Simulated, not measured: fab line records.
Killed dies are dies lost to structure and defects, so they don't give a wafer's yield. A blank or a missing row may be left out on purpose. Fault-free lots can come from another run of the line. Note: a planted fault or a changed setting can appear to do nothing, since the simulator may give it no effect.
fab line records / flow ritCmos
[record] lots = 15 wafers = 45 lastDay = 8
route steps=202 shown NLDD@112 M1@202
lots that met no fault: taken from a fault-free run of the same line
startH: the number of hours between the record's first day and the start of the first shown wafer of the lot / waitH: hours from the lot's prior step to this one / " as in the row above / L1.1+2: several wafers, shown together as one row / - either no value or no given start / * or withheld: withheld / < > ~ a bound
route shown NAME@n: a module of which the file shows steps, and the number in the route of the first / usual: mean and standard deviation over wafers with no fault / same: alike in all rows / chamber/n: place in a boat / sites: each site's reading / _std_site: the values' standard deviation / _edge_site: inner sites' mean taken away from outer sites' mean / radiusMm: how far each site lies from the wafer's centre / mask NAME#n: copy n / behind: the last tool/chamber to shape the wafer / hold: why the lot was held/for how many hours/how that ended / device: whichever transistor did not switch (one of n, p or np) / end of line: tests run on the same wafers once the route is complete / a step without rows: its recipe alone / killed: dies lost to structure and defects at the first sort, not the wafer's yield / map: shows each die of a wafer: x if killed, . if not, _ if none is there
set.NAME: the run value of the setting; set.NAME@STEP: its run value at that earlier step / model.NAME: the simulator's own value behind a step, which no gauge read
one table for each step of the route and one row for each wafer, over a sample of lots
services: the hour from which a tool's chamber was out of use, counted from the record's first day as startH (under 0 if before that day), plus the number of hours and why
[[steps]]
[step RIT_NLDD_STRIP_09]
[recipe] chemistry = O2 timeS = 180 resist = NOVOLAK platenTempC = withheld powerW = 500 pressureMtorr = 4000 o2FlowSccm = 4000
[usual] chamberPressureMTorr = 4000/3.5 drypumpMotorCurrentA = 5.7/0.52
lot.wafer=L904.3 tool=plasmaAsher-04 chamber=0 startH=40.95 waitH=0.1 chamberPressureMTorr=4005 drypumpMotorCurrentA=5.5 rfHoursCounterH=-
lot.wafer=L904.4 tool=plasmaAsher-04 chamber=1 startH=40.95 waitH=0.1 chamberPressureMTorr=3999 drypumpMotorCurrentA=6.3 rfHoursCounterH=-
lot.wafer=L904.6 tool=plasmaAsher-04 chamber=1 startH=40.95 waitH=0.1 chamberPressureMTorr=3997 drypumpMotorCurrentA=6.3 rfHoursCounterH=-
lot.wafer=L905.1 tool=plasmaAsher-03 chamber=0 startH=46.05 waitH=0.1 chamberPressureMTorr=3994 drypumpMotorCurrentA=6.5 rfHoursCounterH=26
lot.wafer=L905.3 tool=plasmaAsher-03 chamber=1 startH=46.05 waitH=0.1 chamberPressureMTorr=4003 drypumpMotorCurrentA=5.7 rfHoursCounterH=-
lot.wafer=L905.6 tool=plasmaAsher-03 chamber=1 startH=46.05 waitH=0.1 chamberPressureMTorr=3999 drypumpMotorCurrentA=5.7 rfHoursCounterH=-
lot.wafer=L906.1 tool=plasmaAsher-04 chamber=1 startH=52.32 waitH=0.1 chamberPressureMTorr=3993 drypumpMotorCurrentA=6.3 rfHoursCounterH=44
lot.wafer=L906.2 tool=plasmaAsher-04 chamber=0 startH=52.32 waitH=0.1 chamberPressureMTorr=3995 drypumpMotorCurrentA=5.5 rfHoursCounterH=44
lot.wafer=L906.6 tool=plasmaAsher-04 chamber=0 startH=52.32 waitH=0.1 chamberPressureMTorr=3998 drypumpMotorCurrentA=5.5 rfHoursCounterH=-
lot.wafer=L907.2 tool=plasmaAsher-02 chamber=1 startH=58.07 waitH=0.1 chamberPressureMTorr=4005 drypumpMotorCurrentA=5.2 rfHoursCounterH=43
lot.wafer=L907.3 tool=plasmaAsher-02 chamber=0 startH=58.07 waitH=0.1 chamberPressureMTorr=4002 drypumpMotorCurrentA=5.2 rfHoursCounterH=-
lot.wafer=L907.5 tool=plasmaAsher-02 chamber=1 startH=58.07 waitH=0.1 chamberPressureMTorr=4005 drypumpMotorCurrentA=5.2 rfHoursCounterH=-
lot.wafer=L908.1 tool=plasmaAsher-03 chamber=1 startH=65.20 waitH=0.1 chamberPressureMTorr=4004 drypumpMotorCurrentA=5.7 rfHoursCounterH=28
lot.wafer=L908.4 tool=plasmaAsher-03 chamber=1 startH=65.20 waitH=0.1 chamberPressureMTorr=3999 drypumpMotorCurrentA=5.7 rfHoursCounterH=-
lot.wafer=L908.6 tool=plasmaAsher-03 chamber=0 startH=65.20 waitH=0.1 chamberPressureMTorr=4000 drypumpMotorCurrentA=6.5 rfHoursCounterH=-
lot.wafer=L909.3 tool=plasmaAsher-03 chamber=1 startH=67.70 waitH=0.1 chamberPressureMTorr=4000 drypumpMotorCurrentA=5.7 rfHoursCounterH=-
lot.wafer=L909.4 tool=plasmaAsher-03 chamber=0 startH=67.70 waitH=0.1 chamberPressureMTorr=3993 drypumpMotorCurrentA=6.5 rfHoursCounterH=-
lot.wafer=L909.5 tool=plasmaAsher-03 chamber=0 startH=67.70 waitH=0.1 chamberPressureMTorr=3997 drypumpMotorCurrentA=6.5 rfHoursCounterH=-
lot.wafer=L912.1 tool=plasmaAsher-02 chamber=1 startH=82.54 waitH=0.1 chamberPressureMTorr=4002 drypumpMotorCurrentA=5.2 rfHoursCounterH=46
lot.wafer=L912.2 tool=plasmaAsher-02 chamber=0 startH=82.54 waitH=0.1 chamberPressureMTorr=3997 drypumpMotorCurrentA=5.2 rfHoursCounterH=46
lot.wafer=L912.4 tool=plasmaAsher-02 chamber=1 startH=82.54 waitH=0.1 chamberPressureMTorr=3997 drypumpMotorCurrentA=5.1 rfHoursCounterH=-
lot.wafer=L914.3 tool=plasmaAsher-04 chamber=1 startH=91.20 waitH=0.1 chamberPressureMTorr=4003 drypumpMotorCurrentA=6.3 rfHoursCounterH=-
lot.wafer=L914.4 tool=plasmaAsher-04 chamber=0 startH=91.20 waitH=0.1 chamberPressureMTorr=4000 drypumpMotorCurrentA=5.5 rfHoursCounterH=-
lot.wafer=L914.6 tool=plasmaAsher-04 chamber=0 startH=91.20 waitH=0.1 chamberPressureMTorr=4002 drypumpMotorCurrentA=5.6 rfHoursCounterH=-
lot.wafer=L915.4 tool=plasmaAsher-03 chamber=1 startH=97.36 waitH=0.1 chamberPressureMTorr=4000 drypumpMotorCurrentA=5.7 rfHoursCounterH=-
lot.wafer=L915.5 tool=plasmaAsher-03 chamber=1 startH=97.36 waitH=0.1 chamberPressureMTorr=3993 drypumpMotorCurrentA=5.7 rfHoursCounterH=-
lot.wafer=L915.6 tool=plasmaAsher-03 chamber=0 startH=97.36 waitH=0.1 chamberPressureMTorr=4001 drypumpMotorCurrentA=6.5 rfHoursCounterH=-
lot.wafer=L916.3 tool=plasmaAsher-02 chamber=1 startH=103.71 waitH=0.1 chamberPressureMTorr=4005 drypumpMotorCurrentA=5.2 rfHoursCounterH=-
lot.wafer=L916.4 tool=plasmaAsher-02 chamber=0 startH=103.71 waitH=0.1 chamberPressureMTorr=4001 drypumpMotorCurrentA=5.2 rfHoursCounterH=-
lot.wafer=L916.5 tool=plasmaAsher-02 chamber=0 startH=103.71 waitH=0.1 chamberPressureMTorr=3999 drypumpMotorCurrentA=5.2 rfHoursCounterH=-
lot.wafer=L918.1 tool=plasmaAsher-02 chamber=1 startH=111.51 waitH=0.1 chamberPressureMTorr=4001 drypumpMotorCurrentA=5.2 rfHoursCounterH=49
lot.wafer=L918.2 tool=plasmaAsher-02 chamber=0 startH=111.51 waitH=0.1 chamberPressureMTorr=3999 drypumpMotorCurrentA=5.2 rfHoursCounterH=49
lot.wafer=L918.5 tool=plasmaAsher-02 chamber=1 startH=111.51 waitH=0.1 chamberPressureMTorr=3998 drypumpMotorCurrentA=5.2 rfHoursCounterH=-
lot.wafer=L921.2 tool=plasmaAsher-02 chamber=1 startH=127.90 waitH=0.1 chamberPressureMTorr=1999 drypumpMotorCurrentA=5.1 rfHoursCounterH=51
lot.wafer=L921.4 tool=plasmaAsher-02 chamber=0 startH=127.90 waitH=0.1 chamberPressureMTorr=4008 drypumpMotorCurrentA=5.2 rfHoursCounterH=-
lot.wafer=L921.6 tool=plasmaAsher-02 chamber=0 startH=127.90 waitH=0.1 chamberPressureMTorr=4000 drypumpMotorCurrentA=5.2 rfHoursCounterH=-
lot.wafer=L922.3 tool=plasmaAsher-02 chamber=0 startH=135.06 waitH=0.1 chamberPressureMTorr=4003 drypumpMotorCurrentA=5.2 rfHoursCounterH=-
lot.wafer=L922.5 tool=plasmaAsher-02 chamber=0 startH=135.06 waitH=0.1 chamberPressureMTorr=4007 drypumpMotorCurrentA=5.2 rfHoursCounterH=-
lot.wafer=L922.6 tool=plasmaAsher-02 chamber=1 startH=135.06 waitH=0.1 chamberPressureMTorr=2003 drypumpMotorCurrentA=5.1 rfHoursCounterH=-
lot.wafer=L923.1 tool=plasmaAsher-02 chamber=0 startH=140.97 waitH=0.1 chamberPressureMTorr=3997 drypumpMotorCurrentA=5.2 rfHoursCounterH=52
lot.wafer=L923.4 tool=plasmaAsher-02 chamber=1 startH=140.97 waitH=0.1 chamberPressureMTorr=1999 drypumpMotorCurrentA=5.2 rfHoursCounterH=-
lot.wafer=L923.6 tool=plasmaAsher-02 chamber=1 startH=140.97 waitH=0.1 chamberPressureMTorr=2001 drypumpMotorCurrentA=5.2 rfHoursCounterH=-
lot.wafer=L927.3 tool=plasmaAsher-04 chamber=1 startH=169.16 waitH=0.1 chamberPressureMTorr=4000 drypumpMotorCurrentA=6.3 rfHoursCounterH=-
lot.wafer=L927.4 tool=plasmaAsher-04 chamber=0 startH=169.16 waitH=0.1 chamberPressureMTorr=4002 drypumpMotorCurrentA=5.5 rfHoursCounterH=-
lot.wafer=L927.6 tool=plasmaAsher-04 chamber=0 startH=169.16 waitH=0.1 chamberPressureMTorr=3997 drypumpMotorCurrentA=5.6 rfHoursCounterH=-
[step RIT_M1_PROBE_99]
[usual] killedAtContacts = 0.1/0.31 killedAtFrontEnd = 6.3/3 killedDies = 6.4/3 killedOpen = 3/1.9 killedShort = 3.4/1.9
[same] grossDies = 264 killed_at_M0_to_M3 = 0 killed_at_M4_up = 0 killedAtBackSide = 0 killedAtOther = 0
lot.wafer=L909.3 tool=prober-02 chamber=- startH=83.29 waitH=0.2 killedAtContacts=0 killedAtFrontEnd=6 killedDies=6 killedOpen=3 killedShort=3
lot.wafer=L909.4 tool=prober-02 chamber=- startH=83.34 waitH=0.2 killedAtContacts=0 killedAtFrontEnd=6 killedDies=6 killedOpen=2 killedShort=4
lot.wafer=L909.5 tool=prober-02 chamber=- startH=83.39 waitH=0.2 killedAtContacts=0 killedAtFrontEnd=5 killedDies=5 killedOpen=2 killedShort=3
lot.wafer=L915.4 tool=prober-02 chamber=- startH=113.97 waitH=0.2 killedAtContacts=0 killedAtFrontEnd=7 killedDies=7 killedOpen=2 killedShort=5
lot.wafer=L915.5 tool=prober-02 chamber=- startH=114.02 waitH=0.2 killedAtContacts=0 killedAtFrontEnd=9 killedDies=9 killedOpen=5 killedShort=4
lot.wafer=L915.6 tool=prober-02 chamber=- startH=114.07 waitH=0.2 killedAtContacts=0 killedAtFrontEnd=3 killedDies=3 killedOpen=1 killedShort=2
lot.wafer=L916.3 tool=prober-01 chamber=- startH=120.03 waitH=0.2 killedAtContacts=0 killedAtFrontEnd=11 killedDies=11 killedOpen=7 killedShort=4
lot.wafer=L916.4 tool=prober-01 chamber=- startH=120.08 waitH=0.2 killedAtContacts=1 killedAtFrontEnd=8 killedDies=9 killedOpen=3 killedShort=6
lot.wafer=L916.5 tool=prober-01 chamber=- startH=120.13 waitH=0.2 killedAtContacts=0 killedAtFrontEnd=9 killedDies=9 killedOpen=6 killedShort=2
lot.wafer=L921.2 tool=prober-02 chamber=- startH=147.06 waitH=0.1 killedAtContacts=0 killedAtFrontEnd=8 killedDies=8 killedOpen=4 killedShort=4
lot.wafer=L921.4 tool=prober-02 chamber=- startH=147.16 waitH=0.2 killedAtContacts=0 killedAtFrontEnd=12 killedDies=12 killedOpen=5 killedShort=7
lot.wafer=L921.6 tool=prober-02 chamber=- startH=147.26 waitH=0.2 killedAtContacts=0 killedAtFrontEnd=6 killedDies=6 killedOpen=1 killedShort=5
lot.wafer=L922.3 tool=prober-01 chamber=- startH=152.73 waitH=0.2 killedAtContacts=1 killedAtFrontEnd=5 killedDies=6 killedOpen=3 killedShort=3
lot.wafer=L922.5 tool=prober-01 chamber=- startH=152.83 waitH=0.2 killedAtContacts=0 killedAtFrontEnd=2 killedDies=2 killedOpen=0 killedShort=2
lot.wafer=L922.6 tool=prober-01 chamber=- startH=152.88 waitH=0.2 killedAtContacts=0 killedAtFrontEnd=11 killedDies=11 killedOpen=4 killedShort=7
lot.wafer=L923.1 tool=prober-02 chamber=- startH=159.59 waitH=0.1 killedAtContacts=0 killedAtFrontEnd=5 killedDies=5 killedOpen=1 killedShort=4
lot.wafer=L923.4 tool=prober-02 chamber=- startH=159.74 waitH=0.2 killedAtContacts=0 killedAtFrontEnd=2 killedDies=2 killedOpen=1 killedShort=1
lot.wafer=L923.6 tool=prober-02 chamber=- startH=159.84 waitH=0.2 killedAtContacts=0 killedAtFrontEnd=7 killedDies=7 killedOpen=3 killedShort=4
lot.wafer=L927.3 tool=prober-02 chamber=- startH=186.53 waitH=0.2 killedAtContacts=0 killedAtFrontEnd=4 killedDies=4 killedOpen=2 killedShort=2
lot.wafer=L927.4 tool=prober-02 chamber=- startH=186.58 waitH=0.2 killedAtContacts=0 killedAtFrontEnd=4 killedDies=4 killedOpen=3 killedShort=1
lot.wafer=L927.6 tool=prober-02 chamber=- startH=186.68 waitH=0.2 killedAtContacts=0 killedAtFrontEnd=2 killedDies=2 killedOpen=2 killedShort=0
// killed by level:class
L909.3 GATE:geometricParticle:open=2 GATE:geometricParticle:short=2 FOX1:geometricParticle:open=1 SILICIDE:geometricParticle:short=1
L909.4 FOX1:geometricParticle:short=2 FOX1:geometricParticle:open=1 GATE:geometricParticle:short=1 REOX:geometricParticle:short=1 REOX:geometricParticle:open=1
L909.5 FOX2:geometricParticle:open=1 FOX2:geometricParticle:short=1 GATE:geometricParticle:short=1 SILICIDE:geometricParticle:short=1 SILICIDE:geometricParticle:open=1
L915.4 GATE:geometricParticle:short=2 REOX:geometricParticle:short=2 SILICIDE:geometricParticle:open=2 FOX1:geometricParticle:short=1
L915.5 GATE:geometricParticle:open=3 GATE:geometricParticle:short=2 REOX:geometricParticle:short=2 FOX2:geometricParticle:open=1 REOX:geometricParticle:open=1
L915.6 FOX1:geometricParticle:short=1 GATE:geometricParticle:open=1 REOX:geometricParticle:short=1
L916.3 GATE:geometricParticle:open=4 REOX:geometricParticle:open=2 SPACER:geometricParticle:short=2 FOX1:geometricParticle:short=1 FOX2:geometricParticle:open=1 SILICIDE:geometricParticle:short=1
L916.4 GATE:geometricParticle:short=3 REOX:geometricParticle:open=2 FOX1:geometricParticle:short=1 GATE:geometricParticle:open=1 REOX:geometricParticle:short=1 CONTACT:geometricParticle:short=1
L916.5 GATE:geometricParticle:open=2 SPACER:geometricParticle:open=2 FOX1:geometricParticle:short=1 FOX1:geometricParticle:open=1 REOX:geometricParticle:short=1 REOX:geometricParticle:open=1 PWELL:coatMicrobubblePrinted=1
L921.2 SILICIDE:geometricParticle:short=3 FOX1:geometricParticle:short=1 FOX1:geometricParticle:open=1 REOX:geometricParticle:open=1 SPACER:geometricParticle:open=1 SILICIDE:geometricParticle:open=1
L921.4 FOX1:geometricParticle:open=3 REOX:geometricParticle:short=3 GATE:geometricParticle:short=2 FOX1:geometricParticle:short=1 FOX2:geometricParticle:short=1 GATE:geometricParticle:open=1 SILICIDE:geometricParticle:open=1
L921.6 GATE:geometricParticle:short=4 FOX1:geometricParticle:short=1 SILICIDE:geometricParticle:open=1
L922.3 GATE:geometricParticle:open=2 GATE:geometricParticle:short=1 REOX:geometricParticle:open=1 SILICIDE:geometricParticle:short=1 CONTACT:geometricParticle:short=1
L922.5 REOX:geometricParticle:short=1 SPACER:geometricParticle:short=1
L922.6 GATE:geometricParticle:short=5 GATE:geometricParticle:open=2 SILICIDE:geometricParticle:short=2 REOX:geometricParticle:open=1 SILICIDE:geometricParticle:open=1
L923.1 GATE:geometricParticle:short=2 SPACER:geometricParticle:short=1 SPACER:geometricParticle:open=1 SILICIDE:geometricParticle:short=1
L923.4 SPACER:geometricParticle:open=1 SPACER:geometricParticle:short=1
L923.6 GATE:geometricParticle:short=3 FOX2:geometricParticle:open=1 FOX2:geometricParticle:short=1 GATE:geometricParticle:open=1 SPACER:geometricParticle:open=1
L927.3 GATE:geometricParticle:open=2 FOX1:geometricParticle:short=1 GATE:geometricParticle:short=1
L927.4 SPACER:geometricParticle:open=3 GATE:geometricParticle:short=1
L927.6 REOX:geometricParticle:open=1 SPACER:geometricParticle:open=1
[[services]]
tool=plasmaAsher-02 chamber=- startH=23.58 hours=2.8 kind=pm
tool=plasmaAsher-04 chamber=- startH=57.82 hours=14.6 kind=pm
tool=plasmaAsher-04 chamber=- startH=74.78 hours=2.2 kind=repair
tool=plasmaAsher-02 chamber=- startH=77.73 hours=3.1 kind=repair
tool=plasmaAsher-04 chamber=- startH=114.19 hours=2.8 kind=repair
tool=plasmaAsher-04 chamber=- startH=129.31 hours=4.3 kind=pm
[[key]]
[firstSign] step = RIT_NLDD_STRIP_09 reading = chamberPressureMTorr direction = down sigmas = 99+ usual = 4000 struck = 2000
effect none on later readings
metAt RIT_NLDD_STRIP_09
struckLots L921,L922,L923
struckWafers L921.2,L922.6,L923.4,L923.6
testerLeftOut L921,L922,L923
onsetBetween 111.51 127.90
[fault] kind = processParameterDrift tool = plasmaAsher-02 chamber = 1 onsetH = 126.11 steps = RIT_NLDD_STRIP_09 channel = pressureMtorr offset = -2000 shape = step endH = 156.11 actsIn = theseRecipesOnly stated = 4000
// testerLeftOut: of these lots the tester's yield and bins aren't shown, on N5 and GAA mostly nor the transistor test; their killed dies are dies lost to structure and defects alone, not to doping, threshold or leakage, so they don't give the yield
